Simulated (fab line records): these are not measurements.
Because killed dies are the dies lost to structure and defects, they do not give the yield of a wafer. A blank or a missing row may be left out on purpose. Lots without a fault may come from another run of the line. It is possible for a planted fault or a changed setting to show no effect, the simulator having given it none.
Which of the tools did it? / flow rit_cmos / 7 lots, 21 wafers sampled, at 2 steps of a route of 202

== WHAT EACH GAUGE READ, for each wafer ==
RIT_PRETRO_TW_MEAS_10.
lot=L339; measured=day 2 15:14; on=film_metro-02; PRETRO_TW=470 470 470
lot=L341; measured=day 2 22:59; on=film_metro-01; PRETRO_TW=482 484 482
lot=L345; measured=day 3 18:54; on=film_metro-02; PRETRO_TW=470 470 472
lot=L347; measured=day 4 05:10; on=film_metro-02; PRETRO_TW=467 468 466
lot=L350; measured=day 4 19:28; on=film_metro-01; PRETRO_TW=480 483 482
lot=L356; measured=day 6 07:25; on=film_metro-01; PRETRO_TW=30 30 31
lot=L360; measured=day 6 21:23; on=film_metro-03; PRETRO_TW=467 465 469

== WHICH TOOL RAN EACH LOT (tool, then ch and the chambers of the sampled wafers, then the start) ==
lot=L339; RIT_NRETRO_STRIP_09=plasma_asher-04 ch 0,1, day 2 13:32
lot=L341; RIT_NRETRO_STRIP_09=plasma_asher-04 ch 0,1, day 2 21:08
lot=L345; RIT_NRETRO_STRIP_09=plasma_asher-01 ch 0,1, day 3 17:10
lot=L347; RIT_NRETRO_STRIP_09=plasma_asher-02 ch 1, day 4 03:16
lot=L350; RIT_NRETRO_STRIP_09=plasma_asher-01 ch 0,1, day 4 17:37
lot=L356; RIT_NRETRO_STRIP_09=plasma_asher-04 ch 0, day 6 05:34
lot=L360; RIT_NRETRO_STRIP_09=plasma_asher-02 ch 0,1, day 6 19:40
- RIT_NRETRO_STRIP_09: strips in O2, time 180 s.

== THE ANSWER, worked out from the rows above alone ==
Rule: the lots themselves supply what counts as usual. The widest of any qualifying gaps counts: lots, ordered by their means at a reading, are off when they make up no more than a third of the lots, leave a main group of 4 or more, and stand apart from it by 3 or more times the standard deviation of that group's means. The tables above print the reading to a certain number of digits; a main group whose means all agree to those digits is not used. A lot without any number at a reading at which 4 lots or more have one is off too. The other lots that the step has rows for count as sound.
Off: at RIT_PRETRO_TW_MEAS_10 (PRETRO_TW), L356. Mean 473 and standard deviation 6.5 in the main group.
If a tool, at a process step before that reading, ran all the lots that are off and no sound lot after the first of them, it fits. The gauges at RIT_PRETRO_TW_MEAS_10 are tried like those tools. Can't be told from this: 2 tools fit, plasma_asher-04 at RIT_NRETRO_STRIP_09, film_metro-01 at RIT_PRETRO_TW_MEAS_10.

== WHAT THE SIMULATOR HAD INSERTED ==
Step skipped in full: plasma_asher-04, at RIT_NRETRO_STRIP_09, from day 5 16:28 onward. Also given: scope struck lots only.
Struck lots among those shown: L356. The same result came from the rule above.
